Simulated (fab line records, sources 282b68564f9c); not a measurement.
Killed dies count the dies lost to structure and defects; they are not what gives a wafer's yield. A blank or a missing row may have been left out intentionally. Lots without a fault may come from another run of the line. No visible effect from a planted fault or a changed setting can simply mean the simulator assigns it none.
Which tool was responsible? :: flow ritCmos :: 18 wafers from 6 lots sampled at 3 of the route's 202 steps

== WHAT EACH GAUGE READ, for each wafer ==
RIT_CONTACT_CD_MEAS_08: target cd 1000 nm.
lot: L351
measured: day 4 01:23
on: cdSem-01
cdNm (nm): 1003.3 1001.2 1001.5

lot: L354
measured: day 4 17:37
on: cdSem-01
cdNm (nm): 1005.6 1007.2 1003.9

lot: L356
measured: day 5 03:04
on: cdSem-02
cdNm (nm): 999.9 999.9 1000.4

lot: L358
measured: day 5 08:01
on: cdSem-01
cdNm (nm): 1004.0 1001.0 1001.4

lot: L363
measured: day 6 04:31
on: cdSem-01
cdNm (nm): 1155.4 1153.1 1156.1

lot: L370
measured: day 7 16:53
on: cdSem-01
cdNm (nm): 997.2 997.7 997.2

== WHICH TOOL RAN EACH LOT (tool, then ch and the chambers of the sampled wafers, then the start) ==
lot: L351
RIT_GATE_STRIP_20: plasmaAsher-01 ch 0,1, day 3 09:02
RIT_CONTACT_EXPOSE_05: ilineStepper-02 ch 0, day 4 00:52

lot: L354
RIT_GATE_STRIP_20: plasmaAsher-03 ch 0,1, day 3 23:54
RIT_CONTACT_EXPOSE_05: ilineStepper-01 ch 0, day 4 17:05

lot: L356
RIT_GATE_STRIP_20: plasmaAsher-03 ch 0,1, day 4 10:29
RIT_CONTACT_EXPOSE_05: ilineStepper-02 ch 0, day 5 02:25

lot: L358
RIT_GATE_STRIP_20: plasmaAsher-01 ch 0,1, day 4 16:27
RIT_CONTACT_EXPOSE_05: ilineStepper-01 ch 0, day 5 07:28

lot: L363
RIT_GATE_STRIP_20: plasmaAsher-03 ch 0,1, day 5 14:07
RIT_CONTACT_EXPOSE_05: ilineStepper-02 ch 0, day 6 03:59

lot: L370
RIT_GATE_STRIP_20: plasmaAsher-01 ch 0,1, day 6 23:21
RIT_CONTACT_EXPOSE_05: ilineStepper-01 ch 0, day 7 16:22
- RIT_GATE_STRIP_20: strips in O2, time 180 s.
- RIT_CONTACT_EXPOSE_05: exposes mask M11, target cd 1000 nm.

== THE ANSWER, worked out from the rows above alone ==
Rule: usual is defined by the lots themselves. Put in order of their means at a reading, lots are off if they are a third of the lots or fewer, leave a main group of 4 or more, and stand apart from it by a gap of 3 or more times the standard deviation of the main group's means; of several such gaps the widest counts. A main group whose means are all the same, to the digits that the tables above print for the reading, isn't used. Also off: a lot with no number at a reading for which 4 or more lots have one. All remaining lots with rows at the step are treated as sound.
Off: L363 (RIT_CONTACT_CD_MEAS_08, cdNm). The main group has a mean of 1001.4 nm with a standard deviation of 2.7.
A tool fits if, at a process step before that reading, it ran every lot that is off, and no sound lot after the first of them. Those tools and the gauges at RIT_CONTACT_CD_MEAS_08 are tried in the same way. Undecided on this evidence; 2 tools fit (plasmaAsher-03 at RIT_GATE_STRIP_20, ilineStepper-02 at RIT_CONTACT_EXPOSE_05).

== WHAT THE SIMULATOR HAD INSERTED ==
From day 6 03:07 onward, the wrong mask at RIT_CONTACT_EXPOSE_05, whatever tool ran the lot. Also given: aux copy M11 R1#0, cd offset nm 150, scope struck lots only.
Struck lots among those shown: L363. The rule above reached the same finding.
